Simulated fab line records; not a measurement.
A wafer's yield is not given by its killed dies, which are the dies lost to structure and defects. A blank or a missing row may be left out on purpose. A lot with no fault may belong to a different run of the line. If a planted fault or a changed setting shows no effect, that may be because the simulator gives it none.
One fault through the eyes of 2 desks	flow berkeleyCmos170	every desk sees just its own numbers, and what lay behind them comes last

## FROM THE METROLOGY DESK
Lot by lot, what the gauges showed, no matter which tool ran the lot: averages of those sampled wafers that carry a number. The brackets show how far a lot's mean lies from the usual mean; more than 4 standard deviations puts the lot out of limits, marked OUT.
Columns: A = ACTIVE_NITRIDE_THK at UCB170_ACTIVE_THK_MEAS_06, usual 224.3 nm; B = cdNm at UCB170_PSD_CD_MEAS_06, usual 1199.8 nm; C = V2_BOW at UCB170_V2_BOW_MEAS_03, usual 35 um; D = cdNm at UCB170_M3_CD_MEAS_90, usual 701 nm
lot	first seen here	A	B	C	D
L696	day 3 15:41	223.1	1201.3	37	702
L697	day 4 09:27	225.5	1198.1	28	698
L698	day 4 15:05	225.1	1198.5	50	701
L699	day 4 15:07	221.9	1202.3	34	704
L701	day 4 22:05	224.0	1200.0	36	706
L700	day 5 06:40	227.5	1201.4	41	708
L706	day 6 09:31	224.8	1199.7	30	725 (+4.8) OUT
L708	day 6 09:32	224.3	1199.9	36	696
L707	day 6 15:38	224.3	1200.3	42	695
L710	day 6 18:54	224.0	1198.0	31	697
L709	day 6 18:55	225.4	1196.8	34	710
L711	day 7 01:34	225.7	1201.7	38	693
L716	day 8 11:51	221.7	1200.9	39	697
L718	day 8 20:31	226.2	1199.4	38	701
This desk finds L706 out of limits, L706 being first, at day 10 01:51 (cdNm at UCB170_M3_CD_MEAS_90). Within limits: L696, L697, L698, L699, L701, L700, L708, L707, L710, L709, L711, L716, L718.

## DESK OF THE TOOL OWNER: rieMetal-02
The tool's own readings at UCB170_M3_METAL_ETCH_18 (etches Al in Cl2/BCl3, stops on SiO2, target depth 1170 nm, time 195 s): means of the sampled wafers that have a number, for each lot that ran on this tool. The brackets show how far a lot's mean lies from the usual mean; more than 4 standard deviations puts the lot out of limits, marked OUT.
Columns: A = drypumpMotorCurrentA at UCB170_M3_METAL_ETCH_18, usual 5.4 A; B = oesProductAu at UCB170_M3_METAL_ETCH_18, usual 0.866 a.u.; C = rfFwdPowerW at UCB170_M3_METAL_ETCH_18, usual 597.8 W; D = throttleValvePct at UCB170_M3_METAL_ETCH_18, usual 24.4 %
lot	first seen here	A	B	C	D
L697	day 8 01:07	5.5	0.857	597.4	24.4
L701	day 8 09:47	5.2	0.871	597.9	24.7
L700	day 9 00:28	5.2	0.873	598.5	24.7
L706	day 10 01:25	4.9	0.804 (-5.2) OUT	360.7 (-99 or more) OUT	24.9
L709	day 10 20:02	5.5	0.847	516.9 (-45) OUT	24.5
This desk finds L706, L709 out of limits, L706 being first, at day 10 01:25 (oesProductAu at UCB170_M3_METAL_ETCH_18). Within limits: L697, L701, L700.

## ALL TOGETHER
At day 10 01:25, on L706, L709, the tool owner's desk was in a position to raise an alarm.
On L706, the metrology desk was in a position to raise an alarm at day 10 01:51.
The metrology desk holds a record of L709, inside its limits.
The lots listed all ran UCB170_M3_METAL_ETCH_18 on rieMetal-02.

## WHAT THE SIMULATOR HAD INSERTED
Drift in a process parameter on rieMetal-02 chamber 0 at UCB170_M3_METAL_ETCH_18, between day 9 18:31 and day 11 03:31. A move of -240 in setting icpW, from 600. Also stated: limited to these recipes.
Lots struck among those shown: L706, L709.
Delay (hours) between the fault's onset and each desk's first out-of-limits reading: 7 at the tool owner's desk, 7 at the metrology desk.
